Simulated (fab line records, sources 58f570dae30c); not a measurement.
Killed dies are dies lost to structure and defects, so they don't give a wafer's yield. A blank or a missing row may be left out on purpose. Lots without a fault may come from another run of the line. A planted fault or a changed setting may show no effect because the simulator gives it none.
Problem report in the 8D (eight disciplines) form, filled by code | flow berkeley_cmos170 | the parts of the form that need people (team, actions taken, sign-off) are left out

1. THE PROBLEM
tilt_deg at UCB170_PSD_IMPLANT_08 reads a mean of 8.106 degrees on 6 wafers of 2 lots; wafers without a fault read 7.001 degrees with a standard deviation of 0.018. That is +61 standard deviations from the usual mean.
First seen on wafer L195.1, day 9 05:04, on implanter-03. The record holds 42 wafers of 14 lots with a number at this step. Rule for "out", or "out of limits": more than 4 standard deviations from the usual mean. The other wafers with a number count as sound.

2. WHAT IT IS AND WHAT IT IS NOT
question                    | is                     | is not
which readings at this step | tilt_deg               | -
which lots                  | L195, L199             | L184, L186, L187, L188, L189, L190, L191, L192, L193, L194, L197, L205
which wafers of those lots  | all that have a number | -
read on which tools         | implanter-03           | implanter-02, implanter-04
when                        | from day 9 05:04       | up to then (33 sound wafers); but 3 sound wafers of L205 came after

3. SUSPECTS, AND WHAT RULES EACH OUT
Counting: a tool at a process step up to the reading stays a suspect if it ran every lot that is out and no sound lot after the first of them.
- implanter-03 at UCB170_PSD_IMPLANT_08: kept. It ran every lot that is out, first L195 (day 9 05:04), and no sound lot after that; its last sound lot up to then is L193 (day 9 01:07). Its own readings are out on those wafers: tilt_deg.
Left after counting: implanter-03 at UCB170_PSD_IMPLANT_08.

4. THE CAUSE (what the simulator had put in)
Process parameter drift: implanter-03, from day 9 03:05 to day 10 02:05, at UCB170_PSD_IMPLANT_08. Setting tilt_deg, moved by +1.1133, from 7. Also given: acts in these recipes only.
Counting left only this tool.

5. THE CHAIN OF EFFECTS, in route order
Each row: a reading whose mean over the struck wafers that have a number lies more than 3 standard deviations from the usual. Only readings for which the record gives a usual standard deviation are gone through. hours: the time from each lot's start at the first step in this table that gives one to its start at this step, as a median over the lots. sigmas: the change in usual standard deviations.
hours | step                  | reading  | usual         | on struck wafers | change | sigmas
0     | UCB170_PSD_IMPLANT_08 | tilt_deg | 7.001 degrees | 8.106            | +1.105 | +61
The process steps in it:
- UCB170_PSD_IMPLANT_08
Readings that are blank on the struck wafers while sound wafers have them: PSD_RS at UCB170_SDANNEAL_RS_MEAS_02.
Later measuring or inspecting steps at which every struck wafer that the step has a row for has a number for every such reading, and none has moved that far: UCB170_V2_BOW_MEAS_03, UCB170_M3_OVL_MEAS_16.

6. WHAT WOULD HAVE CAUGHT IT SOONER
In this record the first reading out of limits was taken at day 9 05:04, 2 hours after the fault began at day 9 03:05.
